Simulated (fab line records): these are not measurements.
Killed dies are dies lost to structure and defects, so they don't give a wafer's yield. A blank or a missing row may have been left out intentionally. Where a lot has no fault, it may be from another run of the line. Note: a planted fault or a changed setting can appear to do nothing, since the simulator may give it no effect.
Code-filled problem report in 8D (eight disciplines) form :: flow berkeley-cmos170 :: the parts of the form that need people (team, actions taken, sign-off) are left out

## 1. PROBLEM STATEMENT
Across 3 wafers from 3 lots, V1_TEOS_THK at UCB170_V1_THK_MEAS_01 averages 1788 nm, while fault-free wafers read 1993 nm with a standard deviation of 23. Measured from the usual mean, that is -8.9 standard deviations.
First seen on wafer L133.1, day 8 18:41, on film-metro-02. The record holds 45 wafers of 15 lots with a number at this step. The rule behind "out" and "out of limits": a value lying over 4 standard deviations away from the usual mean. Any other wafer with a number is counted as sound.

## 2. WHAT IT IS, AND WHAT IT ISN'T
question: which readings at this step
is: V1_TEOS_THK
is not: -

question: which lots
is: L133, L135, L137
is not: L128, L130, L132, L134, L141, L143, L145, L146, L147, L148, L149, L150

question: which wafers of those lots
is: L133.1, L135.5, L137.3
is not: L133.2, L133.6, L135.4, L135.6, L137.1, L137.6

question: read on which gauges
is: film-metro-02
is not: film-metro-03, film-metro-04

question: when
is: from day 8 18:41
is not: up to then (11 sound wafers); but 31 sound wafers of L134, L135, L137, L141, L143, L145, L146, L147, L148, L149, L150 came after

## 3. SUSPECTS, AND WHAT RULES EACH OUT
Counting: any tool at a process step up to the reading remains a suspect provided it ran every lot that is out. Sound lots after the first of them don't rule it out here, since some wafers of a struck lot are sound.
- the gauge at UCB170_V1_THK_MEAS_01: kept. All the wafers that are out were read on film-metro-02, and no step on other tools shows them out.
- pecvd-03 at UCB170_V1_CVD_00 (deposits SiO2 from TEOS/O2, target thk 2000 nm, time 250 s): kept. It ran every lot that is out, first L133 (day 8 18:32); its last sound lot up to then is L132 (day 8 05:21).
- Within pecvd-03 at UCB170_V1_CVD_00: the wafers that are out ran in chamber 0; their sound lot-mates ran in chambers 1, 2.
Remaining after the count are pecvd-03 at UCB170_V1_CVD_00 and film-metro-02 at UCB170_V1_THK_MEAS_01.

## 4. THE CAUSE (what the simulator had put in)
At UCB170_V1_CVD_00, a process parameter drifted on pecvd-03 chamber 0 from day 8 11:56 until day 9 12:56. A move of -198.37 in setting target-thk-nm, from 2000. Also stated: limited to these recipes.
This tool is one of the 2 suspects left after counting.

## 5. THE CHAIN OF EFFECTS, in route order
Rows list readings where the struck wafers' mean (over those with a number) sits beyond 3 standard deviations from the usual. Scope: only readings with a usual standard deviation given in the record; hours: median across lots of the time from each lot's start at the first step in this table that gives one to its start at this step; sigmas: change in usual standard deviations.
hours: 0
step: UCB170_V1_THK_MEAS_01
reading: V1_TEOS_THK
usual: 1993 nm
on struck wafers: 1788
change: -205
sigmas: -8.9

## 6. WHAT WOULD HAVE CAUGHT IT SOONER
Counted from the fault's start at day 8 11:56, it took 7 hours until the first out-of-limits reading at a measuring or inspecting step in this record, taken at day 8 18:41.
An alarm limit of 4 standard deviations would not have fired on the tool readings at UCB170_V1_CVD_00 for which the record gives a usual standard deviation, since none of them was out on any struck wafer.
L135, L137, from the lots that are out (3), started UCB170_V1_CVD_00 on pecvd-03 later than day 8 18:41. A hold on the tool at that time would have spared those 2.
